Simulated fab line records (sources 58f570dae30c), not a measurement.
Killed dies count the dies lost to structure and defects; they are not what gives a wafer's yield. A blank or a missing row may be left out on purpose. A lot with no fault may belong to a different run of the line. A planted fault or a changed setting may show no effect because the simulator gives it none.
Which tool did it?	flow berkeley cmos170	7 lots, 21 wafers sampled, at 2 steps of a route of 331

== WHAT THE GAUGES READ, wafer by wafer ==
UCB170_ACTIVE_THK_MEAS_06.
lot	measured	on	ACTIVE_NITRIDE_THK (nm)
L159	day 5 05:18	film metro-04	218.7 219.7 217.3
L161	day 5 09:16	film metro-02	224.4 221.7 222.6
L163	day 5 15:33	film metro-02	221.4 220.4 222.0
L165	day 6 06:46	film metro-04	220.6 220.5 219.8
L167	day 6 15:06	film metro-03	216.3 214.9 217.0
L169	day 7 09:15	film metro-02	371.7 372.5 371.4
L171	day 7 18:10	film metro-03	220.4 219.9 220.0

== EACH LOT AND THE TOOL THAT RAN IT (in order: tool; ch and the chambers of the sampled wafers; start) ==
lot	UCB170_ACTIVE_CVD_05
L159	lpcvd-02 ch 0, day 5 03:23
L161	lpcvd-01 ch 1, day 5 07:20
L163	lpcvd-01 ch 1, day 5 13:38
L165	lpcvd-02 ch 1, day 6 04:51
L167	lpcvd-02 ch 1, day 6 13:11
L169	lpcvd-02 ch 1, day 7 07:18
L171	lpcvd-01 ch 1, day 7 16:14
- UCB170_ACTIVE_CVD_05: deposits Si3N4 from SiH2Cl2/NH3, target thk 220 nm, time 3300 s.

== THE ANSWER, worked out from the rows above alone ==
Rule: usual is defined by the lots themselves. The widest of any qualifying gaps counts: lots, ordered by their means at a reading, are off when they make up no more than a third of the lots, leave a main group of 4 or more, and stand apart from it by 3 or more times the standard deviation of that group's means. A main group whose means are all the same, to the digits that the tables above print for the reading, isn't used. Also off: a lot with no number at a reading for which 4 or more lots have one. All remaining lots with rows at the step are treated as sound.
Off: L169, seen at UCB170_ACTIVE_THK_MEAS_06 (ACTIVE_NITRIDE_THK). The main group has a mean of 219.9 nm with a standard deviation of 2.1.
If a tool, at a process step before that reading, ran all the lots that are off and no sound lot after the first of them, it fits. Those tools and the gauges at UCB170_ACTIVE_THK_MEAS_06 are tried in the same way. Undecided on this evidence; 2 tools fit (lpcvd-02 at UCB170_ACTIVE_CVD_05, film metro-02 at UCB170_ACTIVE_THK_MEAS_06).

== WHAT THE SIMULATOR HAD INSERTED ==
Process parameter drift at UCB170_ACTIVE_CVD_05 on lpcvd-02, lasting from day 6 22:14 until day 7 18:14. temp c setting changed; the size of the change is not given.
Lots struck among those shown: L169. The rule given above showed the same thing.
